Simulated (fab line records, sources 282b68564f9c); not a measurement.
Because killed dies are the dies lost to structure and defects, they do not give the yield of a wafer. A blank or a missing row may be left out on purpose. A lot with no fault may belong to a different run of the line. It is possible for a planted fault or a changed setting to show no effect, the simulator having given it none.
A lot that was struck, set against a sound lot | flow ritCmos | 17 out of 202 route steps
Sound: the wafers L645.1, L645.5, L645.6. Wafers L652.2, L652.4, L652.6 were the ones struck. At the end, the cause is stated.
For every step that has rows: the tool of each side, followed by ch and its chambers, followed by its first start. Under that, the readings that differ: sound wafers | struck wafers | difference of the means | sigmas: that difference in standard deviations of wafers without a fault.
alike: words and numbers the same on both sides, and readings whose means are apart by under 2 such deviations; not compared: readings that were withheld, readings missing a value for some wafer, numbers with overlapping values and no deviation given by the record, and bounds like >300 which may hide the same value.
Wherever a step has rows on one side only, a row that says differs or no value, or a row with sigmas, the two part there. Numbers that have no deviation but don't overlap get no sigmas and don't part them. A reading missing from all wafers of one side parts the sides only when that side holds two or more wafers.

first, 4 steps without rows for these wafers: RIT_NWELL_SOFTBAKE_02 (time 60 s); RIT_NWELL_EXPOSE_03 (exposes mask M2, target cd 43900 nm); RIT_NWELL_PEB_04; RIT_NWELL_DEVELOP_05 (develop time 68 s).
RIT_NWELL_OVL_MEAS_06:
  struck on overlay-01, day 6 03:06; sound on overlay-02, day 4 23:15
  alike: NWELL_OVL
then, 2 steps without rows for these wafers: RIT_NWELL_HARDBAKE_07 (time 120 s); RIT_NWELL_IMPLANT_08.
RIT_NWELL_STRIP_09: strips in O2, time 180 s.
  sound on plasmaAsher-02 ch 0,1, day 4 23:44; struck on plasmaAsher-01 ch 0,1, day 6 03:39
  alike: drypumpMotorCurrentA, rfReflPowerW
  not compared: rfHoursCounterH
RIT_NWELL_TW_MEAS_10:
  struck on filmMetro-04, day 6 03:50; sound on filmMetro-01, day 4 23:55
reading  | sound          | struck         | difference | sigmas
NWELL_TW | 2122 2119 2115 | 2163 2159 2164 | +43        | +3
then, 3 steps without rows for these wafers: RIT_PWELL_HMDS_00 (prime time 60 s); RIT_PWELL_COAT_01 (resist thk 1300 nm); RIT_PWELL_SOFTBAKE_02 (time 60 s).
RIT_PWELL_EXPOSE_03: exposes mask M3, target cd 43700 nm.
  sound on ilineStepper-01 ch 0, day 5 00:45; struck on ilineStepper-01 ch 0, day 6 04:42
reading                     | sound                | struck            | difference | sigmas
model.PWELL.overlayXNm (nm) | 0.3119 0.3119 0.3119 | 240.6 240.6 240.6 | +240.3     | 
  alike: mask
then, 2 steps without rows for these wafers: RIT_PWELL_PEB_04; RIT_PWELL_DEVELOP_05 (develop time 68 s).
RIT_PWELL_OVL_MEAS_06:
  struck on overlay-01, day 6 05:35; sound on overlay-01, day 5 01:15
reading        | sound          | struck            | difference | sigmas
PWELL_OVL (nm) | -1.3 -0.3 -0.5 | 240.0 241.5 241.4 | +241.7     | +99 or more
  not compared: hold
RIT_M1_PROBE_99:
  the record has rows for the sound wafers here (prober-01, day 6 19:53) and none for the struck ones

WHERE THEY PART
Earliest at RIT_NWELL_TW_MEAS_10; latest, in this record, at RIT_M1_PROBE_99.

WHY: what had been put in by the simulator
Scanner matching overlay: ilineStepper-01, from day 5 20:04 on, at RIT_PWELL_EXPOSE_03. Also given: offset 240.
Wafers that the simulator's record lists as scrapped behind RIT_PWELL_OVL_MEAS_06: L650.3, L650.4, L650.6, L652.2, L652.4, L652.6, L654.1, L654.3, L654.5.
